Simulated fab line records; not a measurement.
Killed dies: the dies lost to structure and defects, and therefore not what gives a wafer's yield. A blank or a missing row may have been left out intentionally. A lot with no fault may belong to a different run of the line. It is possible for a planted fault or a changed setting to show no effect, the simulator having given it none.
Which tool did it? | flow berkeley cmos170 | at 1 step of a route of 331, 7 lots with 21 wafers sampled

WHAT EACH GAUGE READ, for each wafer
UCB170_M1_CD_MEAS_90 targets a cd of 700 nm.
lot  | measured     | on        | cd nm (nm)
L534 | day 6 23:53  | cd sem-02 | 692.6 696.0 697.2
L537 | day 7 12:55  | cd sem-02 | 692.3 700.0 691.5
L536 | day 7 13:52  | cd sem-02 | 699.1 699.0 701.9
L543 | day 9 05:20  | cd sem-01 | 702.1 701.4 702.5
L546 | day 10 03:40 | cd sem-02 | 700.1 699.2 697.4
L551 | day 11 11:26 | cd sem-01 | 700.0 699.6 695.1
L553 | day 11 15:31 | cd sem-01 | 701.8 696.2 699.7

WHAT TOOL EACH LOT RAN ON (gives the tool, then ch and the chambers of the sampled wafers, and finally the start)
There is no process step in the record ahead of these readings.

THE ANSWER, worked out from the rows above alone
Rule: what is usual is taken from the lots themselves. Put in order of their means at a reading, lots are off if they are a third of the lots or fewer, leave a main group of 4 or more, and stand apart from it by a gap of 3 or more times the standard deviation of the main group's means; of several such gaps the widest counts. If all means in a main group match to the digits the tables above print for the reading, that group is not used. A lot without any number at a reading at which 4 lots or more have one is off too. The other lots that the step has rows for count as sound.
Across all readings shown, no lot is off: no conclusion can be drawn from this.

WHAT THE SIMULATOR PUT IN
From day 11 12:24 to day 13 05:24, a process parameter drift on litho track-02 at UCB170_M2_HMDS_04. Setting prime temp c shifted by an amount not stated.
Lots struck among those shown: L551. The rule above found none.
